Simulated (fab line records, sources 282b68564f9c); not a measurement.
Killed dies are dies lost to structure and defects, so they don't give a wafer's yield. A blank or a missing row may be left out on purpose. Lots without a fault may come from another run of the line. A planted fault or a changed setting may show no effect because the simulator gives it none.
Problem report in the 8D (eight disciplines) form, filled by code | flow rit_cmos | the parts of the form that need people (team, actions taken, sign-off) are left out

1. THE PROBLEM
GATE_OVL at RIT_GATE_OVL_MEAS_17 reads a mean of -148.8 nm on 6 wafers of 2 lots; wafers without a fault read 0.8 nm with a standard deviation of 1.4. That is -99 or more standard deviations from the usual mean.
First seen on wafer L278.2, day 7 00:15, on overlay-02. The record holds 42 wafers of 14 lots with a number at this step. Rule for "out", or "out of limits": more than 4 standard deviations from the usual mean. The other wafers with a number count as sound.

2. WHAT IT IS AND WHAT IT IS NOT
question                    | is                     | is not
which readings at this step | GATE_OVL               | -
which lots                  | L278, L280             | L261, L262, L263, L264, L270, L271, L272, L273, L275, L277, L281, L282
which wafers of those lots  | all that have a number | -
read on which gauges        | overlay-01, overlay-02 | -
when                        | from day 7 00:15       | up to then (30 sound wafers); but 6 sound wafers of L281, L282 came after

3. SUSPECTS, AND WHAT RULES EACH OUT
Counting: a tool at a process step up to the reading stays a suspect if it ran every lot that is out and no sound lot after the first of them.
- the gauge at RIT_GATE_OVL_MEAS_17: ruled out. The wafers that are out were read on 2 gauges (overlay-01, overlay-02).
- iline_stepper-01 at RIT_GATE_EXPOSE_13 (exposes mask M6, target cd 150 nm): kept. It ran every lot that is out, first L278 (day 6 23:45), and no sound lot after that; its last sound lot up to then is L275 (day 6 08:11).
Left after counting: iline_stepper-01 at RIT_GATE_EXPOSE_13.

4. THE CAUSE (what the simulator had put in)
Scanner matching overlay: iline_stepper-01, from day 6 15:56 on, at RIT_GATE_EXPOSE_13. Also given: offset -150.
Counting left only this tool.

5. THE CHAIN OF EFFECTS, in route order
Each row: a reading whose mean over the struck wafers that have a number lies more than 3 standard deviations from the usual. Only readings for which the record gives a usual standard deviation are gone through. hours: the time from each lot's start at the first step in this table that gives one to its start at this step, as a median over the lots. sigmas: the change in usual standard deviations.
hours | step                 | reading  | usual  | on struck wafers | change | sigmas
0     | RIT_GATE_OVL_MEAS_17 | GATE_OVL | 0.8 nm | -148.8           | -149.6 | -99 or more

6. WHAT WOULD HAVE CAUGHT IT SOONER
In this record the first reading out of limits at a measuring or inspecting step was taken at day 7 00:15, 8 hours after the fault began at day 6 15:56.
Of the lots that are out (2), L280 began RIT_GATE_EXPOSE_13 on iline_stepper-01 after day 7 00:15. A hold on the tool at that time would have spared it.
